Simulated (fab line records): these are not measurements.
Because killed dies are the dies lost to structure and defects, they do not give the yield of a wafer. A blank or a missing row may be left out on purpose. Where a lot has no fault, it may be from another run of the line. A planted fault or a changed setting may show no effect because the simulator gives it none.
The tool behind it: which one? | flow berkeleyCmos170 | Sampling: 7 lots, 21 wafers, 2 of 331 route steps

== WHAT THE GAUGES SHOWED, per wafer ==
UCB170_NLDD_TW_MEAS_11.
lot  | measured     | on           | NLDD_TW
L566 | day 7 13:52  | filmMetro-02 | 2200 2208 2201
L567 | day 8 09:05  | filmMetro-02 | 2194 2185 2202
L570 | day 8 20:20  | filmMetro-02 | 2195 2195 2199
L573 | day 8 23:13  | filmMetro-02 | 2019 2036 2027
L577 | day 10 05:34 | filmMetro-02 | 2206 2202 2197
L580 | day 10 19:53 | filmMetro-02 | 2197 2201 2207
L583 | day 11 10:19 | filmMetro-02 | 2203 2199 2200

== WHAT TOOL EACH LOT RAN ON (gives the tool, then ch and the chambers of the sampled wafers, and finally the start) ==
lot  | UCB170_NLDD_IMPLANT_09
L566 | implanter-03 ch 0, day 7 13:38
L567 | implanter-01 ch 0, day 8 08:52
L570 | implanter-04 ch 0, day 8 20:05
L573 | implanter-03 ch 0, day 8 22:59
L577 | implanter-04 ch 0, day 10 05:19
L580 | implanter-01 ch 0, day 10 19:38
L583 | implanter-04 ch 0, day 11 10:06
- UCB170_NLDD_IMPLANT_09

== THE ANSWER, worked out from the rows above alone ==
Rule: usual is defined by the lots themselves. Put in order of their means at a reading, lots are off if they are a third of the lots or fewer, leave a main group of 4 or more, and stand apart from it by a gap of 3 or more times the standard deviation of the main group's means; of several such gaps the widest counts. A main group whose means are all the same, to the digits that the tables above print for the reading, isn't used. Also off: a lot with no number at a reading for which 4 or more lots have one. All remaining lots with rows at the step are treated as sound.
Off: at UCB170_NLDD_TW_MEAS_11 (NLDD_TW), L573. The main group has a mean of 2200 with a standard deviation of 3.3.
If a tool, at a process step before that reading, ran all the lots that are off and no sound lot after the first of them, it fits. The gauges at UCB170_NLDD_TW_MEAS_11 are tried like those tools. One candidate fits, namely implanter-03 at UCB170_NLDD_IMPLANT_09. Its last sound lot is L566 (day 7 13:38), its first lot that is off L573 (day 8 22:59): a fault that began between those two fits.

== WHAT HAD BEEN PUT IN BY THE SIMULATOR ==
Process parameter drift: implanter-03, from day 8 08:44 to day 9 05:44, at UCB170_NLDD_IMPLANT_09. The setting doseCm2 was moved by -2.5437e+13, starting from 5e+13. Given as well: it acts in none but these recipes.
Lots struck among those shown: L573. This agrees with what the rule above found.
